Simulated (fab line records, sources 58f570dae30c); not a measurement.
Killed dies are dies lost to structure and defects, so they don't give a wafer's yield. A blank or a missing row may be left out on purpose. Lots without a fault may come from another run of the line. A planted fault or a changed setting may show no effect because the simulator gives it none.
Which tool did it? | flow berkeley_cmos170 | 7 lots, 21 wafers sampled, at 2 steps of a route of 331

WHAT THE GAUGES READ, wafer by wafer
UCB170_M3_RS_MEAS_02: measures by four-point-probe.
lot  | measured     | on            | M3_AL_RS (ohm/sq)
L701 | day 8 15:31  | film_metro-03 | 0.0322 0.0322 0.0324
L704 | day 8 20:14  | film_metro-04 | 0.0324 0.0324 0.0327
L709 | day 9 04:55  | film_metro-04 | 0.0321 0.0324 0.0324
L711 | day 9 22:55  | film_metro-02 | 0.0320 0.0319 0.0322
L712 | day 10 10:49 | film_metro-02 | 0.0318 0.0319 0.0317
L721 | day 12 04:19 | film_metro-02 | 0.0369 0.0369 0.0369
L723 | day 12 21:08 | film_metro-02 | 0.0321 0.0321 0.0320

WHICH TOOL RAN EACH LOT (tool, then ch and the chambers of the sampled wafers, then the start)
lot  | UCB170_M3_SPUTTER_01
L701 | pvd_sputter-04, day 8 15:23
L704 | pvd_sputter-01, day 8 20:06
L709 | pvd_sputter-01, day 9 04:46
L711 | pvd_sputter-04, day 9 22:49
L712 | pvd_sputter-01, day 10 10:42
L721 | pvd_sputter-04, day 12 04:14
L723 | pvd_sputter-03, day 12 21:04
- UCB170_M3_SPUTTER_01: material Al, target thk 900 nm, time 120 s.

THE ANSWER, worked out from the rows above alone
Rule: what is usual is taken from the lots themselves. Put in order of their means at a reading, lots are off if they are a third of the lots or fewer, leave a main group of 4 or more, and stand apart from it by a gap of 3 or more times the standard deviation of the main group's means; of several such gaps the widest counts. A main group whose means are all the same, to the digits that the tables above print for the reading, isn't used. A lot without any number at a reading at which 4 lots or more have one is off too. The other lots that the step has rows for count as sound.
Off: L721, at UCB170_M3_RS_MEAS_02 (M3_AL_RS). The main group: mean 0.0322 ohm/sq, standard deviation 0.00022.
A tool fits if, at a process step before that reading, it ran every lot that is off, and no sound lot after the first of them. The gauges at UCB170_M3_RS_MEAS_02 are tried like those tools. One fits: pvd_sputter-04 at UCB170_M3_SPUTTER_01. Its last sound lot is L711 (day 9 22:49), its first lot that is off L721 (day 12 04:14): a fault that began between those two fits.

WHAT THE SIMULATOR HAD PUT IN
Site profile drift: pvd_sputter-04, from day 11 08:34 on, at UCB170_M3_SPUTTER_01. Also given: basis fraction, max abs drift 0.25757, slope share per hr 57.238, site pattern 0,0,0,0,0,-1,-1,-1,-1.
Lots struck among those shown: L721. The rule above found the same.
